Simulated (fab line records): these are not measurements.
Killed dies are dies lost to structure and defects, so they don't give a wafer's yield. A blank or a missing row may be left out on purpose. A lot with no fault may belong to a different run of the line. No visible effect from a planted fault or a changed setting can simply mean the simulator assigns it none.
Tool commonality check / flow berkeley-cmos170 / 14 lots, 42 wafers sampled

WHAT PROMPTED THE OPENING
At UCB170_NLDD_TW_MEAS_11 the reading NLDD_TW is flagged on 2 of 14 lots. No-fault wafers: 2220, standard deviation 20.
Rule: a lot gets a flag if all its wafers with a number sit over 4 standard deviations from that mean, or if no wafer of it has a number. All remaining lots are regarded as sound.

lot=L393; measured=day 6 19:55; on=film-metro-01; NLDD_TW, wafer by wafer=2198 2203 2198; flag=
lot=L391; measured=day 6 20:51; on=film-metro-02; NLDD_TW, wafer by wafer=2235 2233 2237; flag=
lot=L394; measured=day 7 00:20; on=film-metro-03; NLDD_TW, wafer by wafer=2209 2201 2200; flag=
lot=L396; measured=day 7 11:36; on=film-metro-01; NLDD_TW, wafer by wafer=2451 2443 2448; flag=FLAGGED
lot=L395; measured=day 7 11:51; on=film-metro-01; NLDD_TW, wafer by wafer=2446 2449 2450; flag=FLAGGED
lot=L398; measured=day 7 12:40; on=film-metro-02; NLDD_TW, wafer by wafer=2246 2244 2244; flag=
lot=L402; measured=day 8 13:23; on=film-metro-02; NLDD_TW, wafer by wafer=2239 2237 2237; flag=
lot=L407; measured=day 9 14:43; on=film-metro-03; NLDD_TW, wafer by wafer=2187 2182 2190; flag=
lot=L406; measured=day 9 18:20; on=film-metro-01; NLDD_TW, wafer by wafer=2222 2205 2221; flag=
lot=L410; measured=day 9 21:28; on=film-metro-02; NLDD_TW, wafer by wafer=2245 2245 2234; flag=
lot=L411; measured=day 9 22:16; on=film-metro-02; NLDD_TW, wafer by wafer=2245 2238 2248; flag=
lot=L409; measured=day 9 22:32; on=film-metro-02; NLDD_TW, wafer by wafer=2226 2238 2231; flag=
lot=L412; measured=day 10 14:10; on=film-metro-02; NLDD_TW, wafer by wafer=2243 2234 2219; flag=
lot=L414; measured=day 10 20:26; on=film-metro-03; NLDD_TW, wafer by wafer=2206 2198 2207; flag=
Average over the flagged lots: 2448; offset from the usual +228, equal to +11 standard deviations.

EACH LOT AND THE TOOL IT RAN ON
The record holds 1 process step before the reading, out of a route of 331 steps. Read each cell as the tool, then ch plus the chambers that the sampled wafers visited, then the start.
lot=L393; flag=; UCB170_NLDD_IMPLANT_08=implanter-01 ch 0, day 6 19:31
lot=L391; flag=; UCB170_NLDD_IMPLANT_08=implanter-03 ch 0, day 6 20:27
lot=L394; flag=; UCB170_NLDD_IMPLANT_08=implanter-01 ch 0, day 6 23:56
lot=L396; flag=FLAGGED; UCB170_NLDD_IMPLANT_08=implanter-04 ch 0, day 7 10:52
lot=L395; flag=FLAGGED; UCB170_NLDD_IMPLANT_08=implanter-01 ch 0, day 7 11:08
lot=L398; flag=; UCB170_NLDD_IMPLANT_08=implanter-01 ch 0, day 7 12:17
lot=L402; flag=; UCB170_NLDD_IMPLANT_08=implanter-01 ch 0, day 8 12:59
lot=L407; flag=; UCB170_NLDD_IMPLANT_08=implanter-01 ch 0, day 9 14:19
lot=L406; flag=; UCB170_NLDD_IMPLANT_08=implanter-04 ch 0, day 9 17:56
lot=L410; flag=; UCB170_NLDD_IMPLANT_08=implanter-01 ch 0, day 9 21:04
lot=L411; flag=; UCB170_NLDD_IMPLANT_08=implanter-04 ch 0, day 9 21:53
lot=L409; flag=; UCB170_NLDD_IMPLANT_08=implanter-01 ch 0, day 9 22:08
lot=L412; flag=; UCB170_NLDD_IMPLANT_08=implanter-03 ch 0, day 10 13:46
lot=L414; flag=; UCB170_NLDD_IMPLANT_08=implanter-01 ch 0, day 10 20:04
What these steps do:
- UCB170_NLDD_IMPLANT_08
- UCB170_NLDD_TW_MEAS_11

FLAGGED OVER TOTAL, TOOL BY TOOL (the gauges that took the reading come last)
step=UCB170_NLDD_IMPLANT_08; tool=implanter-01; lots run=9; flagged=1; share of the flagged lots=some; sound lots run after its first flagged lot=6 (L398,L402,L407,L410,L409,L414)
step=UCB170_NLDD_IMPLANT_08; tool=implanter-03; lots run=2; flagged=0; share of the flagged lots=none; sound lots run after its first flagged lot=-
step=UCB170_NLDD_IMPLANT_08; tool=implanter-04; lots run=3; flagged=1; share of the flagged lots=some; sound lots run after its first flagged lot=2 (L406,L411)
step=UCB170_NLDD_TW_MEAS_11; tool=film-metro-01; lots run=4; flagged=2; share of the flagged lots=all; sound lots run after its first flagged lot=1 (L406)
step=UCB170_NLDD_TW_MEAS_11; tool=film-metro-02; lots run=7; flagged=0; share of the flagged lots=none; sound lots run after its first flagged lot=-
step=UCB170_NLDD_TW_MEAS_11; tool=film-metro-03; lots run=3; flagged=0; share of the flagged lots=none; sound lots run after its first flagged lot=-

WHAT THE TABLE PERMITS
Rows of the table that ran each flagged lot: 1, that is film-metro-01 at UCB170_NLDD_TW_MEAS_11.
- film-metro-01 at UCB170_NLDD_TW_MEAS_11 ran 4 lots, 2 of them flagged. After the first flagged lot (L406), sound lots still ran on it; a lasting fault on the whole tool would not permit that.
Every row of the table either missed a flagged lot or ran a sound lot after the first.

WHAT WAS PUT IN BY THE SIMULATOR
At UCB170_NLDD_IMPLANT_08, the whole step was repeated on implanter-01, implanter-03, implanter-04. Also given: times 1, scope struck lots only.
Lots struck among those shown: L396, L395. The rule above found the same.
